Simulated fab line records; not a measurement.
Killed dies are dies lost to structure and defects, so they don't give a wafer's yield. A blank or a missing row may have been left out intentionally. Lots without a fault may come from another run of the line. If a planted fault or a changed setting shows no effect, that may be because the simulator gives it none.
Which tool did it? + flow rit-cmos + 39 wafers from 13 lots sampled at 2 of the route's 202 steps

== WHAT THE GAUGES READ, wafer by wafer ==
The record holds no reading of a measuring or inspecting step that can be judged against a usual standard deviation.

== WHICH TOOL RAN EACH LOT (tool, then ch and the chambers of the sampled wafers, then the start) ==
| lot  | RIT_CONTACT_CLEAN_14           | RIT_M1_PROBE_99        |
|------|--------------------------------|------------------------|
| L208 | wet-bench-02 ch 1, day 3 09:39 | prober-01, day 3 14:11 |
| L209 | wet-bench-02 ch 2, day 3 15:27 | prober-02, day 3 20:09 |
| L210 | wet-bench-01 ch 2, day 4 01:26 | prober-01, day 4 05:45 |
| L212 | wet-bench-04 ch 0, day 4 10:31 | prober-01, day 4 14:53 |
| L213 | wet-bench-04 ch 3, day 4 15:29 | prober-02, day 4 19:44 |
| L215 | wet-bench-02 ch 0, day 5 04:23 | prober-02, day 5 08:46 |
| L216 | wet-bench-01 ch 2, day 5 06:59 | prober-01, day 5 11:29 |
| L218 | wet-bench-04 ch 2, day 5 14:10 | prober-01, day 5 18:28 |
| L219 | wet-bench-04 ch 2, day 5 17:28 | prober-02, day 5 21:59 |
| L222 | wet-bench-01 ch 3, day 6 10:29 | prober-01, day 6 14:55 |
| L226 | wet-bench-04 ch 0, day 7 04:14 | prober-01, day 7 08:46 |
| L228 | wet-bench-02 ch 2, day 7 13:29 | prober-01, day 7 17:46 |
| L229 | wet-bench-01 ch 1, day 7 18:14 | prober-02, day 7 22:32 |
- RIT_CONTACT_CLEAN_14: cleans in SC2, time 600 s.
- RIT_M1_PROBE_99

== WHAT THE TOOLS THEMSELVES READ (means of the sampled wafers that have a number; where no wafer has one, the mark that the record gives instead) ==
RIT_CONTACT_CLEAN_14. Usual: 15.2 % for bath-heat-duty-pct, sd 1.5.
| lot  | tool         | bath-heat-duty-pct (%) | flag |
|------|--------------|------------------------|------|
| L208 | wet-bench-02 | 15.4                   |      |
| L209 | wet-bench-02 | 13.8                   |      |
| L210 | wet-bench-01 | 13.2                   |      |
| L212 | wet-bench-04 | 17.9                   |      |
| L213 | wet-bench-04 | 16.6                   |      |
| L215 | wet-bench-02 | 14.0                   |      |
| L216 | wet-bench-01 | 13.1                   |      |
| L218 | wet-bench-04 | 16.2                   |      |
| L219 | wet-bench-04 | 16.0                   |      |
| L222 | wet-bench-01 | 15.3                   |      |
| L226 | wet-bench-04 | 16.6                   |      |
| L228 | wet-bench-02 | 14.0                   |      |
| L229 | wet-bench-01 | 14.5                   |      |

RIT_M1_PROBE_99. Usual: killed_at_M0_to_M3 is 0.0 with standard deviation 0.083, killed-at-contacts is 0.1 with standard deviation 0.36, killed-at-front-end is 7 with standard deviation 3.1, killed-dies is 7 with standard deviation 3.1, killed-on-rim is 1.9 with standard deviation 1.4, killed-open is 3.6 with standard deviation 2.1, and killed-short is 3.2 with standard deviation 1.9.
| lot  | tool      | killed_at_M0_to_M3 | killed-at-contacts | killed-at-front-end | killed-dies | killed-on-rim | killed-open | killed-short | flag |
|------|-----------|--------------------|--------------------|---------------------|-------------|---------------|-------------|--------------|------|
| L208 | prober-01 | 0.0                | 0.0                | 7                   | 7           | 1.7           | 3.0         | 4.0          |      |
| L209 | prober-02 | 0.0                | 0.0                | 13                  | 13          | 3.7           | 5.7         | 7.0          |      |
| L210 | prober-01 | 0.0                | 0.0                | 5                   | 5           | 0.7           | 2.3         | 2.7          |      |
| L212 | prober-01 | 0.0                | 0.0                | 6                   | 6           | 2.0           | 4.0         | 2.3          |      |
| L213 | prober-02 | 0.0                | 0.0                | 7                   | 7           | 2.0           | 4.0         | 2.7          |      |
| L215 | prober-02 | 0.0                | 1.0                | 8                   | 9           | 3.3           | 5.0         | 4.3          |      |
| L216 | prober-01 | 0.0                | 0.3                | 7                   | 7           | 0.3           | 3.3         | 3.7          |      |
| L218 | prober-01 | 0.0                | 0.0                | 5                   | 5           | 2.3           | 3.7         | 1.7          |      |
| L219 | prober-02 | 0.0                | 0.0                | 7                   | 7           | 1.7           | 4.0         | 2.7          |      |
| L222 | prober-01 | 0.0                | 0.0                | 8                   | 8           | 2.0           | 3.0         | 5.0          |      |
| L226 | prober-01 | 0.3                | 37.3               | 3                   | 41          | 7.3           | 2.0         | 2.0          | OFF  |
| L228 | prober-01 | 0.0                | 0.0                | 8                   | 8           | 3.0           | 3.7         | 4.0          |      |
| L229 | prober-02 | 0.0                | 0.0                | 4                   | 4           | 1.7           | 2.3         | 2.0          |      |

== THE ANSWER, worked out from the rows above alone ==
Rule: a lot counts as off when the mean over its wafers that have a number is more than 3 standard deviations away from the usual mean. Also off: a lot with no number at a reading for which 4 or more lots have one. Any other lot the step has rows for is counted as sound. Order of review: gauges by route order, followed by the tools' own readings, for which a lot's mean as printed above is used. The first step at which some lot is off is used, and at that step the reading that is off furthest; a lot without a number counts as furthest.
Off: L226 (RIT_M1_PROBE_99, killed-at-contacts).
If a tool, at that step or one of the process steps before it, ran each lot that is off and ran no sound lot following the first of them, it fits. One candidate fits, namely wet-bench-04 at RIT_CONTACT_CLEAN_14. Its last sound lot is L219 (day 5 17:28), its first lot that is off L226 (day 7 04:14): a fault that began between those two fits.

== WHAT HAD BEEN PUT IN BY THE SIMULATOR ==
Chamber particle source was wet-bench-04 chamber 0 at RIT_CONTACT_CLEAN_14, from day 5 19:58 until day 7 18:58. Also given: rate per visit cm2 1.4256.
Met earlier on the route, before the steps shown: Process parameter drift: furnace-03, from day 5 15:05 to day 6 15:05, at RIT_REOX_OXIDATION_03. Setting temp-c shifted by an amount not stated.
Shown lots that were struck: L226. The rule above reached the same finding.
